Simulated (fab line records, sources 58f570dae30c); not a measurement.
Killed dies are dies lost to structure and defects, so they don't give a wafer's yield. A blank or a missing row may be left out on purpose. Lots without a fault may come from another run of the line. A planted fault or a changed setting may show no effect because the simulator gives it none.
Which tool did it? | flow berkeley_cmos170 | 15 lots, 45 wafers sampled, at 4 steps of a route of 331

WHAT THE GAUGES READ, wafer by wafer
UCB170_FIELD_THK_MEAS_02.
lot  | measured     | on            | FIELD_OXIDE_THK (nm)
L543 | day 5 15:55  | film_metro-01 | 550 561 549
L545 | day 6 03:34  | film_metro-02 | 558 549 551
L546 | day 6 11:29  | film_metro-02 | 545 548 543
L547 | day 6 11:32  | film_metro-02 | 531 542 549
L549 | day 6 21:20  | film_metro-03 | 551 552 549
L551 | day 7 08:56  | film_metro-03 | 555 551 557
L552 | day 7 08:56  | film_metro-01 | 564 562 568
L553 | day 7 23:29  | film_metro-01 | 680 674 680
L554 | day 7 23:28  | film_metro-02 | 670 671 669
L555 | day 8 08:28  | film_metro-01 | 673 679 674
L560 | day 9 04:16  | film_metro-02 | 558 565 558
L562 | day 9 13:24  | film_metro-02 | 559 550 558
L563 | day 9 13:25  | film_metro-01 | 557 556 559
L564 | day 10 06:16 | film_metro-02 | 566 567 571
L565 | day 10 06:15 | film_metro-01 | 559 566 566

UCB170_FIELD_THK_MEAS_90.
lot  | measured     | on            | FIELD_OXIDE_LEFT_1_THK (nm)
L543 | day 5 20:53  | film_metro-02 | 434 445 433
L545 | day 6 10:47  | film_metro-02 | 443 433 436
L546 | day 6 20:38  | film_metro-01 | 427 431 427
L547 | day 6 20:37  | film_metro-03 | 415 426 433
L549 | day 7 08:07  | film_metro-01 | 434 435 431
L551 | day 7 19:11  | film_metro-03 | 438 434 440
L552 | day 7 19:11  | film_metro-02 | 447 446 452
L553 | day 8 09:18  | film_metro-01 | 563 559 564
L554 | day 8 09:17  | film_metro-02 | 555 555 554
L555 | day 8 16:23  | film_metro-01 | 556 562 559
L560 | day 9 13:16  | film_metro-02 | 442 448 441
L562 | day 9 22:42  | film_metro-03 | 443 433 443
L563 | day 9 22:43  | film_metro-01 | 440 439 443
L564 | day 10 17:23 | film_metro-03 | 450 451 454
L565 | day 10 17:22 | film_metro-02 | 443 450 450

UCB170_FIELD_THK_MEAS_91.
lot  | measured     | on            | FIELD_OXIDE_LEFT_2_THK (nm)
L543 | day 6 15:59  | film_metro-01 | 347 357 345
L545 | day 7 10:12  | film_metro-03 | 356 347 349
L546 | day 8 00:34  | film_metro-03 | 341 345 340
L547 | day 7 23:59  | film_metro-01 | 328 339 346
L549 | day 8 05:41  | film_metro-03 | 348 350 345
L551 | day 8 14:34  | film_metro-02 | 351 348 354
L552 | day 8 14:38  | film_metro-03 | 362 360 366
L553 | day 9 12:08  | film_metro-03 | 477 472 477
L554 | day 9 11:28  | film_metro-02 | 470 470 468
L555 | day 9 15:19  | film_metro-02 | 470 475 472
L560 | day 10 12:31 | film_metro-01 | 354 361 354
L562 | day 10 19:38 | film_metro-01 | 356 346 356
L563 | day 10 19:39 | film_metro-02 | 355 353 356
L564 | day 11 18:05 | film_metro-01 | 362 363 367
L565 | day 11 18:00 | film_metro-03 | 356 362 363

WHICH TOOL RAN EACH LOT (tool, then ch and the chambers of the sampled wafers, then the start)
lot  | UCB170_FIELD_OXIDATION_01
L543 | furnace-01 ch 0, day 5 12:55
L545 | furnace-02 ch 0, day 6 00:31
L546 | furnace-04 ch 0, day 6 08:28
L547 | furnace-04 ch 0, day 6 08:28
L549 | furnace-04 ch 0, day 6 18:19
L551 | furnace-01 ch 0, day 7 05:55
L552 | furnace-01 ch 0, day 7 05:55
L553 | furnace-04 ch 0, day 7 20:28
L554 | furnace-04 ch 0, day 7 20:28
L555 | furnace-04 ch 0, day 8 05:28
L560 | furnace-01 ch 0, day 9 01:12
L562 | furnace-02 ch 0, day 9 10:24
L563 | furnace-02 ch 0, day 9 10:24
L564 | furnace-02 ch 0, day 10 03:15
L565 | furnace-02 ch 0, day 10 03:15
- UCB170_FIELD_OXIDATION_01: target thk 558.3 nm, ox time 7200 s.

WHAT THE TOOLS THEMSELVES READ (means of the sampled wafers that have a number; where no wafer has one, the mark that the record gives instead)
UCB170_FIELD_OXIDATION_01.
lot  | tool       | spike_tc_load_C (C)
L543 | furnace-01 | 1030.0
L545 | furnace-02 | 1026.2
L546 | furnace-04 | 1028.8
L547 | furnace-04 | 1030.2
L549 | furnace-04 | 1028.6
L551 | furnace-01 | 1030.1
L552 | furnace-01 | 1030.2
L553 | furnace-04 | 1029.2
L554 | furnace-04 | 1029.0
L555 | furnace-04 | 1028.6
L560 | furnace-01 | 1030.7
L562 | furnace-02 | 1025.9
L563 | furnace-02 | 1026.3
L564 | furnace-02 | 1025.5
L565 | furnace-02 | 1026.9

THE ANSWER, worked out from the rows above alone
Rule: what is usual is taken from the lots themselves. Put in order of their means at a reading, lots are off if they are a third of the lots or fewer, leave a main group of 4 or more, and stand apart from it by a gap of 3 or more times the standard deviation of the main group's means; of several such gaps the widest counts. A main group whose means are all the same, to the digits that the tables above print for the reading, isn't used. A lot without any number at a reading at which 4 lots or more have one is off too. The other lots that the step has rows for count as sound. The gauges are gone through in route order, then the tools' own readings, and for those a lot's mean is taken as printed above. The first step at which some lot is off is used, and at that step the reading that is off furthest; a lot without a number counts as furthest.
Off: L553, L554, L555, at UCB170_FIELD_THK_MEAS_02 (FIELD_OXIDE_THK). The main group: mean 556 nm, standard deviation 7.6.
A tool fits if, at a process step before that reading, it ran every lot that is off, and no sound lot after the first of them. The gauges at UCB170_FIELD_THK_MEAS_02 are tried like those tools. One fits: furnace-04 at UCB170_FIELD_OXIDATION_01. Its last sound lot is L549 (day 6 18:19), its first lot that is off L553 (day 7 20:28): a fault that began between those two fits.

WHAT THE SIMULATOR HAD PUT IN
Process parameter drift: furnace-04, from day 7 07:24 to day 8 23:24, at UCB170_FIELD_OXIDATION_01. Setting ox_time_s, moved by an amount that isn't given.
Lots struck among those shown: L554, L553, L555. The rule above found the same.
